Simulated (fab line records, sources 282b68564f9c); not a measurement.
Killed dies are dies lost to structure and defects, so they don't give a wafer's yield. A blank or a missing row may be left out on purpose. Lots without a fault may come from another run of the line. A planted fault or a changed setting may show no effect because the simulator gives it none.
Which tool did it? | flow rit_cmos | 15 lots, 45 wafers sampled, at 2 steps of a route of 202

WHAT THE GAUGES READ, wafer by wafer
RIT_PWELL_OVL_MEAS_06.
lot  | measured    | on         | PWELL_OVL (nm)
L720 | day 1 21:50 | overlay-01 | 1.0 -1.2 -0.3
L721 | day 2 02:51 | overlay-02 | 0.5 -0.8 -1.8
L723 | day 2 13:38 | overlay-01 | -1.8 -0.1 -0.9
L724 | day 2 18:01 | overlay-01 | 1.1 0.4 -0.3
L725 | day 2 23:13 | overlay-01 | -2.9 -1.9 -2.6
L728 | day 3 14:35 | overlay-02 | 2.4 -1.3 0.6
L729 | day 3 20:19 | overlay-01 | -1.1 0.2 -0.8
L732 | day 4 10:32 | overlay-01 | 0.6 -0.4 -0.4
L733 | day 4 14:56 | overlay-01 | 1.0 0.0 1.9
L736 | day 5 06:02 | overlay-01 | -0.3 0.9 0.2
L738 | day 5 15:59 | overlay-02 | -2.8 -0.3 -2.2
L740 | day 6 04:26 | overlay-02 | - - -
L741 | day 6 08:53 | overlay-02 | - - -
L742 | day 6 13:27 | overlay-01 | - - -
L743 | day 6 19:11 | overlay-01 | -2.4 -2.5 -1.7

WHICH TOOL RAN EACH LOT (tool, then ch and the chambers of the sampled wafers, then the start)
lot  | RIT_PWELL_COAT_01
L720 | litho_track-04 ch 0, day 1 21:05
L721 | litho_track-03 ch 0, day 2 02:10
L723 | litho_track-03 ch 0, day 2 12:54
L724 | litho_track-03 ch 0, day 2 17:10
L725 | litho_track-04 ch 0, day 2 22:11
L728 | litho_track-04 ch 0, day 3 13:38
L729 | litho_track-04 ch 0, day 3 19:28
L732 | litho_track-01 ch 0, day 4 09:49
L733 | litho_track-03 ch 0, day 4 14:06
L736 | litho_track-04 ch 0, day 5 05:19
L738 | litho_track-04 ch 0, day 5 15:07
L740 | litho_track-03, day 6 03:45
L741 | litho_track-03, day 6 08:04
L742 | litho_track-04, day 6 12:43
L743 | litho_track-04 ch 0, day 6 18:28
- RIT_PWELL_COAT_01: resist thk 1300 nm.

WHAT THE TOOLS THEMSELVES READ (means of the sampled wafers that have a number; where no wafer has one, the mark that the record gives instead)
RIT_PWELL_COAT_01.
lot  | tool           | chill_plate_temp_C (C) | dispense_pressure_kPa (kPa)
L720 | litho_track-04 | 22.99                  | 48.1
L721 | litho_track-03 | 23.02                  | 50.1
L723 | litho_track-03 | 23.07                  | 50.1
L724 | litho_track-03 | 22.98                  | 50.1
L725 | litho_track-04 | 22.99                  | 48.1
L728 | litho_track-04 | 23.06                  | 48.1
L729 | litho_track-04 | 22.94                  | 48.1
L732 | litho_track-01 | 23.04                  | 44.9
L733 | litho_track-03 | 22.96                  | 50.1
L736 | litho_track-04 | 23.00                  | 48.1
L738 | litho_track-04 | 23.03                  | 48.1
L740 | litho_track-03 | -                      | -
L741 | litho_track-03 | -                      | -
L742 | litho_track-04 | -                      | -
L743 | litho_track-04 | 23.19                  | 48.1

THE ANSWER, worked out from the rows above alone
Rule: what is usual is taken from the lots themselves. Put in order of their means at a reading, lots are off if they are a third of the lots or fewer, leave a main group of 4 or more, and stand apart from it by a gap of 3 or more times the standard deviation of the main group's means; of several such gaps the widest counts. A main group whose means are all the same, to the digits that the tables above print for the reading, isn't used. A lot without any number at a reading at which 4 lots or more have one is off too. The other lots that the step has rows for count as sound. The gauges are gone through in route order, then the tools' own readings, and for those a lot's mean is taken as printed above. The first step at which some lot is off is used, and at that step the reading that is off furthest; a lot without a number counts as furthest.
Off: L740, L741, L742, at RIT_PWELL_OVL_MEAS_06 (PWELL_OVL). Without a number there: L740, L741, L742. The main group: mean -0.6 nm, standard deviation 1.1.
A tool fits if, at a process step before that reading, it ran every lot that is off, and no sound lot after the first of them. The gauges at RIT_PWELL_OVL_MEAS_06 aren't tried: what is off there is off at RIT_PWELL_COAT_01 too, on other tools, and a gauge's error can't cause that. None of those tried fits.

WHAT THE SIMULATOR HAD PUT IN
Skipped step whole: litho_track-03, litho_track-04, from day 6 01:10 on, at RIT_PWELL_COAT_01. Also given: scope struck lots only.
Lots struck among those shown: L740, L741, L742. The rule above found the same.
